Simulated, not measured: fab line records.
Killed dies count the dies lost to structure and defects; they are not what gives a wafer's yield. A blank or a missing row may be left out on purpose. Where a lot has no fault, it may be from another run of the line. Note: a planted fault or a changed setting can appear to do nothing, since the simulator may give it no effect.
Chamber matching || flow berkeley-cmos170 || pecvd-01 running UCB170_V1_CVD_00: 3 sister chambers
The step deposits SiO2 from TEOS/O2, target thk 2000 nm, time 250 s. 6 wafers are shown with their chamber, then 7 later ones without.

WAFERS PAIRED WITH THEIR CHAMBERS
{"wafer": "L938.3", "chamber": 2, "heater-power-w (W)": 301, "rf-fwd-power-W (W)": 549.7}
{"wafer": "L938.6", "chamber": 2, "heater-power-w (W)": 208, "rf-fwd-power-W (W)": 548.6}
{"wafer": "L937.4", "chamber": 1, "heater-power-w (W)": 371, "rf-fwd-power-W (W)": 546.3}
{"wafer": "L937.5", "chamber": 0, "heater-power-w (W)": 230, "rf-fwd-power-W (W)": 549.6}
{"wafer": "L939.1", "chamber": 0, "heater-power-w (W)": 239, "rf-fwd-power-W (W)": 546.8}
{"wafer": "L939.2", "chamber": 1, "heater-power-w (W)": 338, "rf-fwd-power-W (W)": 545.6}

WAFERS WITHOUT THEIR CHAMBER
{"wafer": "L939.6", "heater-power-w (W)": 206, "rf-fwd-power-W (W)": 550.0}
{"wafer": "L942.1", "heater-power-w (W)": 301, "rf-fwd-power-W (W)": 548.2}
{"wafer": "L942.5", "heater-power-w (W)": 210, "rf-fwd-power-W (W)": 550.1}
{"wafer": "L942.6", "heater-power-w (W)": 265, "rf-fwd-power-W (W)": 547.6}
{"wafer": "L944.1", "heater-power-w (W)": 351, "rf-fwd-power-W (W)": 546.3}
{"wafer": "L944.2", "heater-power-w (W)": 282, "rf-fwd-power-W (W)": 545.5}
{"wafer": "L944.4", "heater-power-w (W)": 318, "rf-fwd-power-W (W)": 548.5}

CHAMBER TAKEN BY EACH
{"wafer": "L939.6", "from the rows above": "can't be placed: 2 or 0", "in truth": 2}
{"wafer": "L942.1", "from the rows above": "can't be placed: 2 or 0 or 1", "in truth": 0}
{"wafer": "L942.5", "from the rows above": "can't be placed: 2 or 0", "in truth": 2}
{"wafer": "L942.6", "from the rows above": "can't be placed: 0 or 2 or 1", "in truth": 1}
{"wafer": "L944.1", "from the rows above": 1, "in truth": 1}
{"wafer": "L944.2", "from the rows above": "can't be placed: 1 or 0 or 2", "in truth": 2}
{"wafer": "L944.4", "from the rows above": "can't be placed: 2 or 0 or 1", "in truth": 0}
Placed correctly: 1 of 7. Can't be placed from these rows: 6 (the true chamber is among the candidates in 6). 0 placed wrongly.
How it was worked out, from the rows above alone: a wafer's distance from a chamber is the root of the sum, over the readings, of the square of ((its reading less the chamber's mean) divided by the reading's scatter). If the next closest chamber is less than 2 further off than the closest, the wafer can't be placed; otherwise it belongs to the closest. A chamber's mean is the mean of its shown wafers. The scatter: take each reading less its chamber's mean, square it, sum over the shown wafers, divide by the number of wafers less the number of chambers, and take the root.
